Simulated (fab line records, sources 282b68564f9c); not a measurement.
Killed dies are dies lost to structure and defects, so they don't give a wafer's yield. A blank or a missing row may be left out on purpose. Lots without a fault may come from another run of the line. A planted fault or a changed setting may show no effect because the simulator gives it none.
Split-lot experiment | flow rit_cmos | 5 lots, 23 wafers read, on a route of 202 steps

THE SPLIT
At RIT_GATE_EXPOSE_13 (exposes mask M6, target cd 150 nm), the setting dose_mj was moved away from the recipe's 380 on 10 of the 23 wafers read, by -7.2% to +5.0%. The other wafers ran this setting at the recipe's value.

FROM THE SPLIT TO THE READING: what the file shows between them, 5 steps
- RIT_GATE_DEVELOP_15: develop time 50 s (also split here: develop_time_s)
- RIT_GATE_CD_MEAS_16: target cd 150 nm
- RIT_GATE_HARDBAKE_18: time 60 s
- RIT_GATE_ETCH_19: etches poly-Si in SF6/CHF3/O2, stops on SiO2, time 165 s, target depth 312.5 nm
- RIT_GATE_STRIP_20: strips in O2, time 180 s

THE READING
cd_nm, in nm, at RIT_GATE_CD_MEAS_90 (target cd 150 nm). Fault-free wafers of this fab line usually give 150.0 nm, standard deviation 2.7 nm.

wafer  | tool, chamber at the split | dose_mj as run | against the recipe | cd_nm, nm | against lot-mates on the recipe
L074.1 | iline_stepper-02, 0        | 380            | recipe             | 138.3     | -
L074.2 | iline_stepper-02, 0        | 352.6          | -7.2%              | 187.9     | +49.3
L074.3 | iline_stepper-02, 0        | 352.6          | -7.2%              | 176.2     | +37.6
L074.5 | iline_stepper-02, 0        | 380            | recipe             | 138.9     | -
L074.6 | iline_stepper-02, 0        | 352.6          | -7.2%              | 188.7     | +50.1
L076.1 | iline_stepper-01, 0        | 380            | recipe             | 145.7     | -
L076.2 | iline_stepper-01, 0        | 380            | recipe             | 145.9     | -
L076.3 | iline_stepper-01, 0        | 362.1          | -4.7%              | 172.1     | +26.3
L076.4 | iline_stepper-01, 0        | 362.1          | -4.7%              | 169.3     | +23.5
L076.6 | iline_stepper-01, 0        | 362.1          | -4.7%              | 169.5     | +23.7
L080.1 | iline_stepper-01, 0        | 399.1          | +5.0%              | 121.1     | -25.5
L080.2 | iline_stepper-01, 0        | 399.1          | +5.0%              | 121.8     | -24.8
L080.3 | iline_stepper-01, 0        | 380            | recipe             | 147.6     | -
L080.5 | iline_stepper-01, 0        | 380            | recipe             | 145.0     | -
L080.6 | iline_stepper-01, 0        | 380            | recipe             | 147.2     | -
L084.1 | iline_stepper-02, 0        | 380            | recipe             | 129.0     | -
L084.3 | iline_stepper-02, 0        | 380            | recipe             | 154.9     | -
L084.4 | iline_stepper-02, 0        | 355.8          | -6.4%              | 163.1     | +24.4
L084.5 | iline_stepper-02, 0        | 355.8          | -6.4%              | 188.9     | +50.2
L084.6 | iline_stepper-02, 0        | 380            | recipe             | 132.3     | -
L085.2 | iline_stepper-02, 0        | 380            | recipe             | 153.1     | -
L085.4 | iline_stepper-02, 0        | 380            | recipe             | 150.3     | -
L085.6 | iline_stepper-02, 0        | 380            | recipe             | 151.8     | -

THE FIT
A straight line over all 23 wafers: cd_nm changes by -5.17 nm for each +1% of dose_mj; r = -0.93; the points scatter about the line by 7.6 nm.
The same after taking each lot's own level away (the mean of its wafers on the recipe; 23 wafers): -5.76 nm for each +1%; r = -0.95; scatter 6.7 nm.
On that fit, the largest move of dose_mj shifts the reading by 42 nm.
The lots' own levels span 138.60 to 151.73 nm, that is 4.9 times the standard deviation above.
So the lot-to-lot level changes the slope: the two fits differ.
Check: with one of the wafers moved furthest among these (-7.2%) left out of the fit, the line predicts +40.8 nm for it against its lot-mates. It came out at +49.3 nm against them.

OTHER SPLITS ON THESE WAFERS
These wafers also went through other splits before the reading. Each is held against what the fit with the lots' levels taken away leaves over:
other split on the same wafers     | wafers away from the commonest value | r with cd_nm (lot level and that fit taken away)
RIT_NWELL_COAT_01 resist_thk_nm    | 8                                    | -0.01
RIT_NWELL_IMPLANT_08 dose_cm2      | 12                                   | -0.06
RIT_PWELL_IMPLANT_08 energy_kev    | 12                                   | -0.16
RIT_NRETRO_COAT_01 spin_rpm        | 7                                    | -0.08
RIT_PRETRO_COAT_01 spin_rpm        | 9                                    | +0.08
RIT_PRETRO_IMPLANT_08 dose_cm2     | 10                                   | -0.17
RIT_GATE_DEVELOP_15 develop_time_s | 6                                    | -0.63

THE WHOLE CHAIN: every reading that the file lists as answering this split, in the file's order
step                | what it does                                                                    | reading                                                     | change (the file's fit)              | r (the file's)
RIT_GATE_CD_MEAS_16 | target cd 150 nm                                                                | cd_nm                                                       | -5.72 nm for each +1% of the setting | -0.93
RIT_GATE_ETCH_19    | etches poly-Si in SF6/CHF3/O2, stops on SiO2, time 165 s, target depth 312.5 nm | GATE.cd_nm (the simulator's own value, which no gauge read) | -5.75 nm for each +1% of the setting | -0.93
RIT_GATE_CD_MEAS_90 | target cd 150 nm                                                                | cd_nm                                                       | -5.77 nm for each +1% of the setting | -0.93

THE FILE'S OWN FIT
cd_nm changes by -5.77 nm for each +1% of dose_mj, r = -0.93.
